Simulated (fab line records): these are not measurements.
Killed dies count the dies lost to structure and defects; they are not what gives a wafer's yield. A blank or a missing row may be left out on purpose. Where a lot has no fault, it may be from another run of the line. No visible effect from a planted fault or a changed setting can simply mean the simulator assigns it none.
What tool caused it? ; flow berkeleyCmos170 ; route of 331 steps, sampled at 1 step: 7 lots, 21 wafers

WHAT THE GAUGES READ, wafer by wafer
UCB170_V1_THK_MEAS_01.
lot;measured;on;V1_TEOS_THK (nm)
L833;day 7 13:19;filmMetro-03;2005 2042 2078
L832;day 7 16:29;filmMetro-04;1983 2041 2011
L836;day 8 22:49;filmMetro-04;1983 1955 2007
L846;day 10 08:52;filmMetro-04;1957 1963 2009
L849;day 10 22:11;filmMetro-01;1931 1972 1980
L852;day 11 21:59;filmMetro-01;1993 2000 2029
L853;day 12 12:56;filmMetro-04;1974 2008 2009

WHAT TOOL EACH LOT RAN ON (gives the tool, then ch and the chambers of the sampled wafers, and finally the start)
The record holds no process step before these readings.

THE ANSWER, worked out from the rows above alone
Rule: the lots themselves supply what counts as usual. The widest of any qualifying gaps counts: lots, ordered by their means at a reading, are off when they make up no more than a third of the lots, leave a main group of 4 or more, and stand apart from it by 3 or more times the standard deviation of that group's means. If all means in a main group match to the digits the tables above print for the reading, that group is not used. A lot without any number at a reading at which 4 lots or more have one is off too. Where the step has rows for the other lots, those lots are counted as sound.
None of the lots is off at any reading shown; this tells nothing.

WHAT THE SIMULATOR HAD PUT IN
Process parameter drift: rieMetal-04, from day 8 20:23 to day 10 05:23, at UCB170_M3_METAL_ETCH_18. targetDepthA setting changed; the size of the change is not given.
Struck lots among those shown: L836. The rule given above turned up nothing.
